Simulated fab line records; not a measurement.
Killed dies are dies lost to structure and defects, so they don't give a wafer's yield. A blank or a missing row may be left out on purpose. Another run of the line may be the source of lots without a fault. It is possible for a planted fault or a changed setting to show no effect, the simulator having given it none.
Struck lot and sound lot, side by side / flow rit_cmos / 16 steps out of a route of 202
Sound: wafers L918.3, L918.5, L918.6. The struck wafers were L928.2, L928.4, L928.5. At the end, the cause is stated.
At each step with rows: each side's tool, then ch and its chambers, then its first start. Under that, the readings that differ: sound wafers / struck wafers / difference of the means / sigmas: that difference in standard deviations of wafers without a fault.
alike: readings whose means differ by less than 2 such deviations, and words and numbers that are the same on both sides. not compared: withheld readings, readings that some wafer has no value for, bounds like >300 that may hide the same value, and numbers for which the record gives no deviation and whose values overlap.
The two part at a step that has a row with sigmas, a row that says differs or no value, or rows on one side only. Numbers that don't overlap but have no deviation are shown without sigmas and don't part them. A reading that every wafer of one side lacks parts them only if that side has two wafers or more.

first, 4 steps without rows for these wafers: RIT_PLDD_SOFTBAKE_02 (time 60 s); RIT_PLDD_EXPOSE_03 (exposes mask M8, target cd 40900 nm); RIT_PLDD_PEB_04; RIT_PLDD_DEVELOP_05 (develop time 50 s).
RIT_PLDD_OVL_MEAS_06:
  sound on overlay-01 at day 4 02:40; struck on overlay-01 at day 6 04:58
  alike: PLDD_OVL
then, 2 steps without rows for these wafers: RIT_PLDD_HARDBAKE_07 (time 60 s); RIT_PLDD_IMPLANT_08.
RIT_PLDD_STRIP_09: strips in O2, time 180 s.
  sound on plasma_asher-01 ch 0,1, day 4 03:03; struck on plasma_asher-01 ch 1, day 6 05:22
reading=drypump_motor_current_A (A); sound=4.9 4.9 6.6; struck=6.6 6.6 6.6; difference=+1.1; sigmas=+2
  alike: chamber_pressure_mTorr
  not compared: rf_hours_counter_h
RIT_PLDD_TW_MEAS_10:
  sound on film_metro-04 at day 4 03:11; struck on film_metro-02 at day 6 05:33
  alike: PLDD_TW
then, 3 steps without rows for these wafers: RIT_SPACER_CLEAN_00 (cleans in SC1, time 600 s); RIT_SPACER_CLEAN_01 (cleans in dHF, time 30 s); RIT_SPACER_CLEAN_02 (cleans in SC2, time 600 s).
RIT_SPACER_CVD_03: deposits Si3N4 from SiH2Cl2/NH3, target thk 250 nm, time 3300 s.
  sound on lpcvd-01 ch 1, day 4 03:44; struck on lpcvd-02 ch 0, day 6 09:03
  alike: zone_power_source_pct
RIT_SPACER_THK_MEAS_04:
  sound on film_metro-02 at day 4 05:40; struck on film_metro-04 at day 6 11:56
reading=SPACER_NITRIDE_THK (nm); sound=250.4 248.7 249.7; struck=496.8 497.4 500.2; difference=+248.5; sigmas=+99 or more
RIT_SPACER_ETCHBACK_05: etches Si3N4 in SF6/CHF3, stops on SiO2, target depth 250 nm, time 240 s.
  sound on rie_diel-01 ch 0,1, day 4 05:42; struck on rie_diel-01 ch 0,1, day 6 11:59
reading=oes_product_au (a.u.); sound=0.844 0.831 0.849; struck=1.006 0.987 1.007; difference=+0.159; sigmas=+13
reading=model.Si3N4_of_SPACER_CVD_03.thk_nm (nm); sound=197.1 195.7 195.4; struck=390.4 391.4 393.2; difference=+195.6; sigmas=
reading=model.etch.depth_nm (nm); sound=250.4 248.6 249.4; struck=309.6 308.5 309.2; difference=+59.6; sigmas=
  alike: chamber_pressure_mTorr, drypump_motor_current_A, throttle_valve_pct
  not compared: rf_hours_counter_h
RIT_M1_PROBE_99:
  record: rows for the struck wafers here (prober-02, day 7 00:43), none for the sound ones

## WHERE THEY PART
First at RIT_PLDD_STRIP_09; last, within this record, at RIT_M1_PROBE_99.

WHY: the cause the simulator had injected
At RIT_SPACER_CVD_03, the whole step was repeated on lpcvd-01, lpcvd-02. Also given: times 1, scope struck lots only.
